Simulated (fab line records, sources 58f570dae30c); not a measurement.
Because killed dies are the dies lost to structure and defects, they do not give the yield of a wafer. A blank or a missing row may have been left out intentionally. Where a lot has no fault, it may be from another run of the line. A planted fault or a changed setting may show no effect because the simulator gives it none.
Matching of chambers    flow berkeleyCmos170    3 sister chambers for UCB170_V2_CVD_00 on pecvd-02
The step deposits SiO2 from TEOS/O2, target thk 2000 nm, time 250 s. 14 wafers are shown with their chamber, then 7 later ones without.

WAFERS PAIRED WITH THEIR CHAMBERS
wafer   chamber  rfFwdPowerW (W)  pressureMtorr (mTorr)  heaterPowerW (W)
L532.1  1        551.0            9019                   250
L532.2  2        545.8            9001                   215
L532.6  2        549.8            9027                   298
L531.2  1        547.2            9000                   322
L531.5  2        548.4            8977                   302
L531.6  1        546.1            9024                   229
L533.1  1        545.8            9020                   301
L533.2  0        549.3            8988                   190
L533.5  0        550.9            9015                   256
L536.2  1        546.6            9035                   319
L536.4  1        546.1            9016                   231
L536.6  0        550.8            8988                   242
L549.2  2        547.5            8992                   263
L549.3  1        547.1            9000                   258

SIGNATURES, as means of the wafers listed above
reading        chamber 0  chamber 1  chamber 2  scatter within a chamber
rfFwdPowerW    550.333    547.129    547.875    1.63
pressureMtorr  8997.00    9016.29    8999.25    15.9
heaterPowerW   229.33     272.86     269.50     39.4
Rule: for each reading, subtract the chamber's mean from the wafer's reading, divide by that reading's scatter and square the result; add these up over the readings and take the root, which gives the wafer's distance from the chamber. If the next closest chamber is less than 2 further off than the closest, the wafer can't be placed; otherwise it belongs to the closest. The scatter is the square root of a quotient: the sum, over the shown wafers, of each reading's squared deviation from its chamber's mean, divided by wafers minus chambers.

WAFERS MISSING THEIR CHAMBER
wafer   rfFwdPowerW (W)  pressureMtorr (mTorr)  heaterPowerW (W)
L549.5  548.6            9004                   325
L552.2  550.7            9009                   231
L552.3  546.8            8959                   285
L552.6  548.6            8968                   169
L553.1  547.3            8981                   312
L553.2  547.4            9013                   295
L553.3  546.7            9025                   212

CHAMBER TAKEN BY EACH
wafer   from the rows above           in truth
L549.5  can't be placed: 2 or 1 or 0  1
L552.2  can't be placed: 0 or 2 or 1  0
L552.3  can't be placed: 2 or 0 or 1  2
L552.6  can't be placed: 0 or 2 or 1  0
L553.1  can't be placed: 2 or 1 or 0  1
L553.2  can't be placed: 1 or 2       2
L553.3  can't be placed: 1 or 2 or 0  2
Placed correctly: 0 of 7. Can't be placed from these rows: 7 (the true chamber is among the candidates in 7). Wrongly placed: 0.
